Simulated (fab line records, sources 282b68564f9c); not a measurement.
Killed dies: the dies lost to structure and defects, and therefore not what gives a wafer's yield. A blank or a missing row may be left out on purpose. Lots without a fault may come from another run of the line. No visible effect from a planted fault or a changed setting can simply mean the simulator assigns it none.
fab line records	flow rit-cmos
record lots=14	wafers=42	last-day=7
route steps=202 shown FOX2@23 M1@202
lots that met no fault: from a run of the same line without faults
start-h: start of the lot's first displayed wafer, in hours after the record's first day	wait-h: hours elapsed since this lot's preceding step	" same as the row above	L1.1+2: one row covering several wafers at once	- no value, or no start was given	* or withheld: withheld	< > ~ a bound
route shown NAME@n: names a module that has steps shown in the file, with the first one's number in the route	usual: mean/standard deviation taken from wafers without a fault	same: alike in all rows	chamber/n: place in a boat	sites: the reading at each site	_std_site: standard deviation across them	_edge_site: outer sites' mean less inner sites'	radius-mm: for every site, how far away it sits from the centre of the wafer	mask NAME#n: copy n	behind: the tool/chamber that last shaped the wafer	hold: what put the lot on hold/how long, in hours/how the hold closed	device: whichever transistor did not switch (one of n, p or np)	end of line: at the end of the route, the tests of the same wafers	where a step has no rows: the recipe by itself	killed: count of dies lost to structure and defects at first sort (not the wafer's yield)	map: dies across one wafer; x = killed, . = not, _ = none there
set.NAME: the run value of the setting; set.NAME@STEP: its run value at that earlier step	model.NAME: the simulator's own value behind a step, which no gauge read
route steps across a sampled set of lots; one table per step, one row per wafer
services: the hour from which a tool's chamber was out of use, counted from the record's first day as start-h (under 0 if before that day), plus the number of hours and why
## steps
# step RIT_FOX2_OXIDATION_00
# recipe temp-c=1100	ambient=H2O	target-thk-a=3507	p-h2o-torr=720	ox-time-s=1130
# usual spike-tc-centre-C=1101.8/0.99	spike-tc-load-C=1126.8/1.5	spike-tc-source-C=1128/4.6	tube-center-temp-C=1100/0.094	tube_center_temp_C_max=1102.8/0.48	zone-power-load-pct=42/4.7
lot.wafer	tool	chamber	start-h	wait-h	spike-tc-centre-C	spike-tc-load-C	spike-tc-source-C	tube-center-temp-C	tube_center_temp_C_max	zone-power-load-pct
L336.1	furnace-04	0	18.64	0.9	1100.7	1127.3	1131	1100.1	1102.5	42
L336.2	"	0	"	"	1103.3	1127.7	1133	1100	1102.9	41
L336.4	"	0	"	"	1100.9	1128.6	1131	1099.9	1102.6	41
L337.1	furnace-03	0	22.75	0.0	1101.9	1127.1	1121	1100.1	1102.6	36
L337.2	"	0	"	"	1102.2	1125.8	1122	1100.1	1103.0	36
L337.5	"	0	"	"	1102.0	1126.6	1122	1100.1	1102.7	36
L338.2	furnace-04	0	28.00	0.0	1102.9	1129.9	1131	1100.1	1102.9	41
L338.4	"	0	"	"	1101.4	1129.9	1130	1100.1	1103.8	41
L338.6	"	0	"	"	1101.0	1129.1	1131	1100	1102.0	42
L339.1	furnace-04	0	33.36	0.0	1102.3	1126.9	1131	1100	1102.3	41
L339.3	"	0	"	"	1102.5	1128.6	1133	1100	1102.9	41
L339.6	"	0	"	"	1099.4	1127.8	1132	1099.8	1102.4	42
L340.1	furnace-01	0	38.25	0.0	1101.6	1124.1	1125	1100	1102.8	50
L340.4	"	0	"	"	1101.0	1124.7	1126	1100.1	1103.1	50
L340.6	"	0	"	"	1102.6	1126.0	1126	1100	1103.0	51
L341.1	furnace-04	0	45.18	0.2	1102.0	1127.8	1133	1100	1102.6	42
L341.2	"	0	"	"	1100.2	1127.7	1130	1100.1	1102.4	43
L341.4	"	0	"	"	1101.3	1127.7	1132	1100	1103.2	41
L343.1	furnace-04	0	55.36	1.8	1101.7	1127.9	1133	1100	1102.8	41
L343.3	"	0	"	"	1102.9	1127.1	1131	1100.1	1102.5	42
L343.4	"	0	"	"	1101.6	1127.4	1130	1099.9	1102.9	41
L344.1	furnace-04	0	60.17	0.1	1103.3	1126.8	1132	1099.9	1102.7	41
L344.3	"	0	"	"	1101.2	1128.8	1130	1100	1102.4	41
L344.5	"	0	"	"	1100.1	1128.2	1131	1099.9	1102.9	43
L345.3	furnace-04	0	64.30	0.0	1075.4	1102.1	1105	1075	1078.3	39
L345.4	"	0	"	"	1074.8	1101.2	1106	1075	1077.8	39
L345.5	"	0	"	"	1076.4	1101.8	1107	1075	1077.1	39
L346.1	furnace-03	0	69.69	0.9	1101.5	1124.5	1122	1100	1101.9	36
L346.2	"	0	"	"	1102.5	1125.9	1121	1100.1	1103.3	37
L346.5	"	0	"	"	1101.2	1127.9	1122	1100	1102.8	36
L348.2	furnace-01	0	78.73	0.1	1101.2	1125.8	1125	1100	1102.6	51
L348.3	"	0	"	"	1102.4	1124.7	1125	1100.3	1102.9	51
L348.4	"	0	"	"	1102.5	1125.2	1125	1100	1103.9	51
L349.1	furnace-04	0	83.08	0.0	1075.1	1100.9	1106	1074.9	1078.5	40
L349.2	"	0	"	"	1076.0	1104.6	1106	1074.9	1077.5	40
L349.6	"	0	"	"	1077.0	1102.2	1107	1075	1077.7	40
L352.3	furnace-01	0	98.97	0.0	1102.7	1124.5	1124	1100	1102.7	51
L352.4	"	0	"	"	1103.1	1124.8	1125	1099.8	1102.0	51
L352.5	"	0	"	"	1101.3	1123.9	1124	1100	1102.8	50
L359.2	furnace-01	0	132.63	0.0	1100.0	1124.3	1125	1100.1	1103.8	51
L359.3	"	0	"	"	1103.6	1125.4	1125	1100.2	1103.7	50
L359.5	"	0	"	"	1103.8	1123.1	1126	1100	1103.5	51
# step RIT_FOX2_THK_MEAS_01
# recipe reads=SiO2_of_FOX2_OXIDATION_00
# usual FOX2_OXIDE_THK=352/5.5
lot.wafer	tool	chamber	start-h	wait-h	FOX2_OXIDE_THK[nm]
L336.1	film-metro-02	-	19.96	0.0	347
L336.2	"	-	"	"	351
L336.4	"	-	"	"	342
L337.1	film-metro-04	-	24.07	0.0	347
L337.2	"	-	"	"	352
L337.5	"	-	"	"	354
L338.2	film-metro-04	-	29.32	0.0	355
L338.4	"	-	"	"	356
L338.6	"	-	"	"	359
L339.1	film-metro-04	-	34.68	0.0	342
L339.3	"	-	"	"	347
L339.6	"	-	"	"	338
L340.1	film-metro-02	-	39.57	0.0	351
L340.4	"	-	"	"	355
L340.6	"	-	"	"	355
L341.1	film-metro-04	-	46.50	0.0	360
L341.2	"	-	"	"	349
L341.4	"	-	"	"	359
L343.1	film-metro-02	-	56.67	0.0	345
L343.3	"	-	"	"	352
L343.4	"	-	"	"	349
L344.1	film-metro-03	-	61.49	0.0	359
L344.3	"	-	"	"	358
L344.5	"	-	"	"	355
L345.3	film-metro-03	-	65.63	0.0	300
L345.4	"	-	"	"	304
L345.5	"	-	"	"	301
L346.1	film-metro-02	-	71.01	0.0	350
L346.2	"	-	"	"	346
L346.5	"	-	"	"	348
L348.2	film-metro-03	-	80.05	0.0	356
L348.3	"	-	"	"	357
L348.4	"	-	"	"	360
L349.1	film-metro-02	-	84.39	0.0	310
L349.2	"	-	"	"	309
L349.6	"	-	"	"	307
L352.3	film-metro-02	-	100.31	0.0	360
L352.4	"	-	"	"	357
L352.5	"	-	"	"	355
L359.2	film-metro-02	-	133.95	0.0	360
L359.3	"	-	"	"	358
L359.5	"	-	"	"	353
# step RIT_FOX2_THK_MEAS_90
# recipe reads=SiO2_of_FOX2_OXIDATION_00
# usual FIELD_OXIDE_LEFT_1_THK=324/5.5
lot.wafer	tool	chamber	start-h	wait-h	FIELD_OXIDE_LEFT_1_THK[nm]
L336.1	film-metro-03	-	20.83	0.0	320
L336.2	"	-	"	"	324
L336.4	"	-	"	"	315
L337.1	film-metro-04	-	24.94	0.0	320
L337.2	"	-	"	"	325
L337.5	"	-	"	"	326
L338.2	film-metro-03	-	30.20	0.0	327
L338.4	"	-	"	"	329
L338.6	"	-	"	"	332
L339.1	film-metro-03	-	36.31	0.0	315
L339.3	"	-	"	"	320
L339.6	"	-	"	"	311
L340.1	film-metro-04	-	40.45	0.0	324
L340.4	"	-	"	"	327
L340.6	"	-	"	"	327
L341.1	film-metro-04	-	47.52	0.0	333
L341.2	"	-	"	"	321
L341.4	"	-	"	"	331
L343.1	film-metro-02	-	57.55	0.0	318
L343.3	"	-	"	"	324
L343.4	"	-	"	"	321
L344.1	film-metro-03	-	62.36	0.0	330
L344.3	"	-	"	"	330
L344.5	"	-	"	"	328
L345.3	film-metro-02	-	66.51	0.0	273
L345.4	"	-	"	"	277
L345.5	"	-	"	"	274
L346.1	film-metro-03	-	72.01	0.0	323
L346.2	"	-	"	"	319
L346.5	"	-	"	"	321
L348.2	film-metro-02	-	80.93	0.0	329
L348.3	"	-	"	"	330
L348.4	"	-	"	"	333
L349.1	film-metro-02	-	85.33	0.0	283
L349.2	"	-	"	"	281
L349.6	"	-	"	"	279
L352.3	film-metro-04	-	101.19	0.0	333
L352.4	"	-	"	"	329
L352.5	"	-	"	"	327
L359.2	film-metro-04	-	134.89	0.0	332
L359.3	"	-	"	"	330
L359.5	"	-	"	"	325
# step RIT_FOX2_THK_MEAS_91
# recipe reads=SiO2_of_FOX2_OXIDATION_00
# usual FIELD_OXIDE_LEFT_2_THK=256/5.6
lot.wafer	tool	chamber	start-h	wait-h	FIELD_OXIDE_LEFT_2_THK[nm]
L336.1	film-metro-04	-	32.94	0.0	252
L336.2	"	-	"	"	256
L336.4	"	-	"	"	247
L337.1	film-metro-04	-	38.30	0.0	251
L337.2	"	-	"	"	257
L337.5	"	-	"	"	258
L338.2	film-metro-03	-	43.64	0.0	260
L338.4	"	-	"	"	261
L338.6	"	-	"	"	263
L339.1	film-metro-02	-	49.09	0.0	246
L339.3	"	-	"	"	251
L339.6	"	-	"	"	242
L340.1	film-metro-03	-	53.70	0.0	255
L340.4	"	-	"	"	259
L340.6	"	-	"	"	259
L341.1	film-metro-04	-	60.69	0.0	265
L341.2	"	-	"	"	253
L341.4	"	-	"	"	262
L343.1	film-metro-03	-	71.30	0.0	249
L343.3	"	-	"	"	256
L343.4	"	-	"	"	253
L344.1	film-metro-04	-	75.72	0.0	263
L344.3	"	-	"	"	262
L344.5	"	-	"	"	260
L345.3	film-metro-03	-	79.34	0.0	203
L345.4	"	-	"	"	208
L345.5	"	-	"	"	205
L346.1	film-metro-04	-	84.60	0.0	255
L346.2	"	-	"	"	250
L346.5	"	-	"	"	252
L348.2	film-metro-03	-	93.50	0.0	261
L348.3	"	-	"	"	262
L348.4	"	-	"	"	265
L349.1	film-metro-04	-	98.85	0.0	214
L349.2	"	-	"	"	213
L349.6	"	-	"	"	211
L352.3	film-metro-03	-	114.31	0.0	264
L352.4	"	-	"	"	261
L352.5	"	-	"	"	259
L359.2	film-metro-02	-	148.57	0.0	265
L359.3	"	-	"	"	262
L359.5	"	-	"	"	258
# step RIT_M1_PROBE_99
# usual killed_at_M0_to_M3=0.0/0.083	killed-at-contacts=0.1/0.35	killed-at-front-end=6.9/2.8	killed-dies=7.0/2.8	killed-open=3.4/2	killed-short=3.5/2.1
# same gross-dies=264	killed_at_M4_up=0	killed-at-back-side=0	killed-at-other=0
lot.wafer	tool	chamber	start-h	wait-h	killed_at_M0_to_M3	killed-at-contacts	killed-at-front-end	killed-dies	killed-open	killed-short
L352.3	prober-01	-	142.65	0.2	0	0	6	6	5	1
L352.4	prober-01	-	142.70	0.2	0	0	7	7	5	1
L352.5	prober-01	-	142.75	0.2	0	0	8	8	2	6
L359.2	prober-02	-	174.46	0.1	0	0	3	3	0	3
L359.3	prober-02	-	174.51	0.2	0	0	10	10	5	5
L359.5	prober-02	-	174.61	0.2	0	0	5	5	1	4
# killed by level:class
L352.3 SILICIDE:geometric-particle:open=3 FOX2:geometric-particle:short=1 FOX2:geometric-particle:open=1 SPACER:geometric-particle:open=1
L352.4 FOX2:geometric-particle:open=2 GATE:geometric-particle:open=2 REOX:geometric-particle:open=1 SILICIDE:geometric-particle:short=1 ACTIVE:coat-microbubble-printed=1
L352.5 REOX:geometric-particle:short=2 SILICIDE:geometric-particle:short=2 FOX1:geometric-particle:short=1 FOX2:geometric-particle:short=1 FOX2:geometric-particle:open=1 GATE:geometric-particle:open=1
L359.2 FOX1:geometric-particle:short=1 GATE:geometric-particle:short=1 SILICIDE:geometric-particle:short=1
L359.3 GATE:geometric-particle:short=3 GATE:geometric-particle:open=3 FOX1:geometric-particle:short=2 FOX1:geometric-particle:open=1 SILICIDE:geometric-particle:open=1
L359.5 GATE:geometric-particle:short=2 REOX:geometric-particle:short=2 FOX1:geometric-particle:open=1
## services
tool	chamber	start-h	hours	kind
furnace-04	-	-2.78	2.5	pm
furnace-04	-	53.31	2.0	pm
furnace-01	-	85.12	3.2	pm
## key
first-sign step=RIT_FOX2_OXIDATION_00	reading=tube-center-temp-C	direction=down	sigmas=99+	usual=*	struck=*
effect step=RIT_FOX2_OXIDATION_00	reading=tube_center_temp_C_max	direction=down	sigmas=53	usual=*	struck=*
effect step=RIT_FOX2_THK_MEAS_01	reading=FOX2_OXIDE_THK	direction=down	sigmas=8.4	usual=352	struck=305
effect step=RIT_FOX2_THK_MEAS_90	reading=FIELD_OXIDE_LEFT_1_THK	direction=down	sigmas=8.5	usual=324	struck=278
effect step=RIT_FOX2_THK_MEAS_91	reading=FIELD_OXIDE_LEFT_2_THK	direction=down	sigmas=8.4	usual=256	struck=209
met-at RIT_FOX2_OXIDATION_00
struck-lots L345,L349
tester-left-out L345,L349
onset-between 60.17 64.30
fault kind=process-parameter-drift	tool=furnace-04	chamber=-	onset-h=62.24	steps=RIT_FOX2_OXIDATION_00	channel=temp-c	offset=*	shape=step	end-h=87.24	acts-in=*	stated=*
# tester-left-out: of these lots the tester's yield and bins aren't shown, on N5 and GAA mostly nor the transistor test; their killed dies are dies lost to structure and defects alone, not to doping, threshold or leakage, so they don't give the yield
